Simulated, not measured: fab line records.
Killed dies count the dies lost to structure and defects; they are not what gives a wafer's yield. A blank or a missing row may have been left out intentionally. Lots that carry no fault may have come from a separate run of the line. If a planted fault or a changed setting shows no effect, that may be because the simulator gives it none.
Struck lot and sound lot, side by side / flow berkeley cmos170 / 43 out of 331 route steps
Sound: wafers L871.1, L871.3, L871.5. The struck wafers were L860.2, L860.4, L860.5. The cause is named last.
At each step with rows: each side's tool, then ch and its chambers, then its first start. Under that, the readings that differ: sound wafers / struck wafers / difference of the means / sigmas: that difference in standard deviations of wafers without a fault.
alike: words and numbers the same on both sides, and readings whose means are apart by under 2 such deviations; not compared: readings that were withheld, readings missing a value for some wafer, numbers with overlapping values and no deviation given by the record, and bounds like >300 which may hide the same value.
The two part at a step that has a row with sigmas, a row that says differs or no value, or rows on one side only. When numbers do not overlap yet have no deviation, they are printed without sigmas and do not part them. A reading that every wafer of one side lacks parts them only if that side has two wafers or more.

first, 1 step without rows for these wafers: UCB170_PLDD_IMPLANT_09.
UCB170_PLDD_STRIP_10: strips in O2.
  sound on plasma asher-03 ch 1, day 10 12:17; struck on plasma asher-02 ch 0,1, day 7 20:46
  alike: drypump motor current A, oes product au, strip time to endpoint s
  not compared: rf hours counter h
UCB170_PLDD_TW_MEAS_11:
  sound on film metro-02, day 10 12:23; struck on film metro-04, day 7 20:53
  alike: PLDD_TW
then, 7 steps without rows for these wafers: UCB170_PLDD_CLEAN_12 (cleans in SPM, time 600 s); UCB170_NLDD_HMDS_00 (prime time 60 s); UCB170_NLDD_COAT_01 (resist thk 900 nm); UCB170_NLDD_SOFTBAKE_02 (time 60 s); UCB170_NLDD_EXPOSE_03 (exposes mask NSELECT, target cd 1200 nm); UCB170_NLDD_PEB_04; UCB170_NLDD_DEVELOP_05 (develop time 45 s).
UCB170_NLDD_CD_MEAS_06 targets a cd of 1200 nm.
  sound on cd sem-02, day 10 13:36; struck on cd sem-02, day 7 22:13
reading=cd nm (nm); sound=1202.6 1201.6 1202.2; struck=1199.1 1198.8 1199.8; difference=-2.9; sigmas=-2
UCB170_NLDD_OVL_MEAS_07:
  sound on overlay-01, day 10 13:43; struck on overlay-01, day 7 22:19
  alike: NLDD_OVL
UCB170_NLDD_IMPLANT_08:
  sound on implanter-03 ch 0, day 10 13:46; struck on implanter-03 ch 0, day 7 22:22
next, for these wafers, 1 step has no rows: UCB170_NLDD_IMPLANT_09.
UCB170_NLDD_STRIP_10: strips in O2.
  sound on plasma asher-01 ch 0, day 10 14:04; struck on plasma asher-02 ch 0,1, day 7 22:39
  alike: drypump motor current A, oes product au, strip time to endpoint s
  not compared: rf hours counter h
UCB170_NLDD_TW_MEAS_11:
  sound on film metro-04, day 10 14:10; struck on film metro-02, day 7 22:59
  alike: NLDD_TW
  not compared: hold
UCB170_SPACER_CVD_00: deposits SiO2 from TEOS/O2, target thk 376 nm, time 47 s.
  sound on pecvd-04 ch 0,1,2, day 10 14:25; struck on pecvd-02 ch 0,1,2, day 8 08:00
  alike: heater power w
UCB170_SPACER_THK_MEAS_01:
  sound on film metro-01, day 10 14:27; struck on film metro-03, day 8 08:10
  alike: SPACER_TEOS_THK
then, 1 step without rows for these wafers: UCB170_SPACER_ANNEAL_02 (time 1800 s).
UCB170_SPACER_ETCHBACK_03: etches SiO2 in CHF3/CF4/Ar, stops on Si, target depth 376 nm, time 100 s.
  sound on rie diel-02 ch 1,2,3, day 10 16:24; struck on rie diel-03 ch 0,1, day 8 10:10
  alike: drypump motor current A, oes product au, throttle valve pct
  not compared: rf hours counter h
then, 6 steps without rows for these wafers: UCB170_PSD_HMDS_00 (prime time 60 s); UCB170_PSD_COAT_01 (resist thk 900 nm); UCB170_PSD_SOFTBAKE_02 (time 60 s); UCB170_PSD_EXPOSE_03 (exposes mask PSELECT MOD, target cd 1200 nm); UCB170_PSD_PEB_04; UCB170_PSD_DEVELOP_05 (develop time 45 s).
UCB170_PSD_CD_MEAS_06 targets a cd of 1200 nm.
  sound on cd sem-02, day 10 17:33; struck on cd sem-01, day 8 11:30
  alike: cd nm
UCB170_PSD_OVL_MEAS_07:
  sound on overlay-02, day 10 17:40; struck on overlay-01, day 8 11:36
  alike: PSD_OVL
next, for these wafers, 1 step has no rows: UCB170_PSD_IMPLANT_08.
UCB170_PSD_STRIP_09: strips in O2.
  sound on plasma asher-03 ch 1, day 10 17:52; struck on plasma asher-03 ch 0,1, day 8 11:47
  alike: drypump motor current A, oes product au, strip time to endpoint s
  not compared: rf hours counter h
UCB170_PSD_TW_MEAS_10:
  sound on film metro-02, day 10 17:58; struck on film metro-02, day 8 11:56
  alike: PSD_TW
then, 7 steps without rows for these wafers: UCB170_PSD_CLEAN_11 (cleans in SPM, time 600 s); UCB170_NSD_HMDS_00 (prime time 60 s); UCB170_NSD_COAT_01 (resist thk 900 nm); UCB170_NSD_SOFTBAKE_02 (time 60 s); UCB170_NSD_EXPOSE_03 (exposes mask NSELECT MOD, target cd 1200 nm); UCB170_NSD_PEB_04; UCB170_NSD_DEVELOP_05 (develop time 45 s).
UCB170_NSD_CD_MEAS_06 targets a cd of 1200 nm.
  sound on cd sem-02, day 10 19:24; struck on cd sem-01, day 8 13:25
  alike: cd nm
UCB170_NSD_OVL_MEAS_07:
  sound on overlay-01, day 10 19:31; struck on overlay-01, day 8 13:31
  alike: NSD_OVL
next, for these wafers, 1 step has no rows: UCB170_NSD_IMPLANT_08.
UCB170_SDANNEAL_RS_MEAS_05: a four-point-probe measurement.
  sound on film metro-02, day 10 21:17; struck on film metro-04, day 8 16:23
reading=NLDD_RS (ohm/sq); sound=620.6 621.0 619.5; struck=561.7 550.4 559.8; difference=-63.1; sigmas=-49
  not compared: hold
next, for these wafers, 1 step has no rows: UCB170_M3_PROBE_99.

WHERE THEY PART
First at UCB170_NLDD_CD_MEAS_06; last, within this record, at UCB170_SDANNEAL_RS_MEAS_05.

WHY: the cause the simulator had injected
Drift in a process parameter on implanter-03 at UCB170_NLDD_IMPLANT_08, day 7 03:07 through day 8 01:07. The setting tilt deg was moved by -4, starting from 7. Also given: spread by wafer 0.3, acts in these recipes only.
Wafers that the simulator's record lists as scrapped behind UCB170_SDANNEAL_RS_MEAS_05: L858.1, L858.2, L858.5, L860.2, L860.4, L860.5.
